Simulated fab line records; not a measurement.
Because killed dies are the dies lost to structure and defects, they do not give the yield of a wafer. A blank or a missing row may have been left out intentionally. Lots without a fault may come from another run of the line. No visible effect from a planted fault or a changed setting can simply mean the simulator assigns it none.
Which tool did it? | flow rit-cmos | 8 lots with 24 wafers sampled at 2 steps, on a route of 202 steps

== WHAT THE GAUGES SHOWED, per wafer ==
RIT_PSD_OVL_MEAS_06.
lot  | measured    | on         | PSD_OVL (nm)
L900 | day 3 04:44 | overlay-02 | 1.5 -0.6 -0.7
L905 | day 4 05:38 | overlay-01 | -151.3 -151.8 -151.1
L908 | day 4 22:14 | overlay-01 | -149.3 -149.6 -150.6
L910 | day 5 07:00 | overlay-01 | -149.5 -148.9 -150.2
L914 | day 6 03:03 | overlay-01 | 0.3 0.7 -0.7
L916 | day 6 13:43 | overlay-01 | 0.3 -0.1 -0.4
L918 | day 6 23:38 | overlay-01 | 0.9 0.9 0.2
L921 | day 7 16:23 | overlay-02 | 0.6 1.2 1.5

== TOOL THAT RAN EACH LOT (tool first, then ch and the chambers of the sampled wafers, then the start) ==
lot  | RIT_PSD_EXPOSE_03
L900 | iline-stepper-02 ch 0, day 3 04:20
L905 | iline-stepper-01 ch 0, day 4 05:14
L908 | iline-stepper-01 ch 0, day 4 21:50
L910 | iline-stepper-01 ch 0, day 5 06:36
L914 | iline-stepper-02 ch 0, day 6 02:39
L916 | iline-stepper-02 ch 0, day 6 13:20
L918 | iline-stepper-02 ch 0, day 6 23:14
L921 | iline-stepper-02 ch 0, day 7 15:59
- RIT_PSD_EXPOSE_03: exposes mask M10, target cd 40900 nm.

== THE ANSWER, worked out from the rows above alone ==
Rule: the lots themselves supply what counts as usual. Put in order of their means at a reading, lots are off if they are a third of the lots or fewer, leave a main group of 4 or more, and stand apart from it by a gap of 3 or more times the standard deviation of the main group's means; of several such gaps the widest counts. A main group whose means are all the same, to the digits that the tables above print for the reading, isn't used. Also off: a lot with no number at a reading for which 4 or more lots have one. Where the step has rows for the other lots, those lots are counted as sound.
No lot is off on any of the readings shown, so nothing can be concluded from this.

== WHAT THE SIMULATOR HAD PUT IN ==
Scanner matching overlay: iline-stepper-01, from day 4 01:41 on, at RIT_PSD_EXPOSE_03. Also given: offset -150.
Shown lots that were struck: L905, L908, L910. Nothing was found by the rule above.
